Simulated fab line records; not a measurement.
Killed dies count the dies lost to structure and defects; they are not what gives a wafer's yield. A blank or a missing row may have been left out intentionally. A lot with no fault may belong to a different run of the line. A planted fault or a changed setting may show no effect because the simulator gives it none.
Which tool was responsible? | flow berkeleyCmos170 | Sampling: 7 lots, 21 wafers, 3 of 331 route steps

WHAT THE GAUGES READ, wafer by wafer
UCB170_M3_CD_MEAS_90: target cd 700 nm.
lot  | measured     | on       | cdNm (nm)
L723 | day 10 02:19 | cdSem-02 | 700.3 698.4 697.6
L721 | day 10 07:20 | cdSem-02 | 699.1 701.1 699.3
L725 | day 11 13:56 | cdSem-01 | 700.3 701.0 699.2
L729 | day 12 05:46 | cdSem-01 | 693.7 699.7 697.0
L730 | day 12 21:44 | cdSem-01 | - - -
L738 | day 14 05:02 | cdSem-01 | 696.1 698.0 699.5
L734 | day 14 19:31 | cdSem-01 | 697.9 696.1 696.6

WHAT TOOL EACH LOT RAN ON (gives the tool, then ch and the chambers of the sampled wafers, and finally the start)
lot  | UCB170_M3_METAL_ETCH_18          | UCB170_M3_STRIP_19
L723 | rieMetal-03 ch 0,1, day 10 02:04 | plasmaAsher-04 ch 0,1, day 10 02:13
L721 | rieMetal-03 ch 0,1, day 10 07:02 | plasmaAsher-02 ch 0,1, day 10 07:14
L725 | rieMetal-02 ch 0,1, day 11 13:38 | plasmaAsher-03 ch 0,1, day 11 13:49
L729 | rieMetal-04 ch 0,1, day 12 05:29 | plasmaAsher-04 ch 0,1, day 12 05:40
L730 | rieMetal-03 ch 0, day 12 21:26   | plasmaAsher-02 ch 0,1, day 12 21:38
L738 | rieMetal-02 ch 0,1, day 14 04:43 | plasmaAsher-02 ch 0,1, day 14 04:55
L734 | rieMetal-03 ch 0,1, day 14 19:13 | plasmaAsher-04 ch 0,1, day 14 19:24
- UCB170_M3_METAL_ETCH_18: etches Al in Cl2/BCl3, stops on SiO2, target depth 1170 nm, time 195 s.
- UCB170_M3_STRIP_19: strips in O2.

THE ANSWER, worked out from the rows above alone
Rule: the usual values come from the lots themselves. Put in order of their means at a reading, lots are off if they are a third of the lots or fewer, leave a main group of 4 or more, and stand apart from it by a gap of 3 or more times the standard deviation of the main group's means; of several such gaps the widest counts. Not used: any main group whose means are identical at the precision the tables above print for the reading. Also off: a lot with no number at a reading for which 4 or more lots have one. Any other lot the step has rows for is counted as sound.
Off: L730, at UCB170_M3_CD_MEAS_90 (cdNm). Without a number there: L730. The main group has a mean of 698.4 nm with a standard deviation of 1.3.
If a tool, at a process step before that reading, ran all the lots that are off and no sound lot after the first of them, it fits. Those tools and the gauges at UCB170_M3_CD_MEAS_90 are tried in the same way. None of those tried fits.

WHAT THE SIMULATOR PUT IN
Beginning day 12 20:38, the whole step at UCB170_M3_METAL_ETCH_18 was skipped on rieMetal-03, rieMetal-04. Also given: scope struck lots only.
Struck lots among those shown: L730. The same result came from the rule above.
